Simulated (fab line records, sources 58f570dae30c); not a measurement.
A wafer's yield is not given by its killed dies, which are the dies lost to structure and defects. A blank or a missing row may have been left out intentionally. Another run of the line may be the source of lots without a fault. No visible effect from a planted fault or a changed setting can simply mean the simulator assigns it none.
Chamber matching ; flow berkeley-cmos170 ; rie-diel-01 running UCB170_CONTACT_ETCH_17: 4 sister chambers
The step etches BARC in N2/H2. 8 wafers are shown with their chamber, then 7 later ones without.

WAFERS WITH THEIR CHAMBER
wafer;chamber;throttle-valve-pct (%);drypump-motor-current-A (A)
L449.3;3;13.47;5.8
L453.2;3;13.47;5.7
L453.3;0;13.41;6.0
L453.6;0;13.42;6.0
L459.2;2;13.48;4.9
L459.5;1;13.37;5.2
L461.2;2;13.48;4.9
L461.3;1;13.37;5.2

WAFERS MISSING THEIR CHAMBER
wafer;throttle-valve-pct (%);drypump-motor-current-A (A)
L461.4;13.46;5.8
L463.1;13.47;4.9
L463.2;13.35;5.2
L463.5;13.37;5.2
L466.2;13.42;6.1
L466.5;13.38;5.2
L466.6;13.45;5.7

CHAMBER TAKEN BY EACH
wafer;from the rows above;in truth
L461.4;3;3
L463.1;2;2
L463.2;1;1
L463.5;1;1
L466.2;0;0
L466.5;1;1
L466.6;3;3
Correct placement for 7 of the 7. Not placeable from these rows: 0. Placed wrongly: 0.
How it was worked out, from the rows above alone: a wafer's distance from a chamber is the root of the sum, over the readings, of the square of ((its reading less the chamber's mean) divided by the reading's scatter). If the next closest chamber is less than 2 further off than the closest, the wafer can't be placed; otherwise it belongs to the closest. A chamber's mean is the mean of its shown wafers. The scatter is the square root of a quotient: the sum, over the shown wafers, of each reading's squared deviation from its chamber's mean, divided by wafers minus chambers.
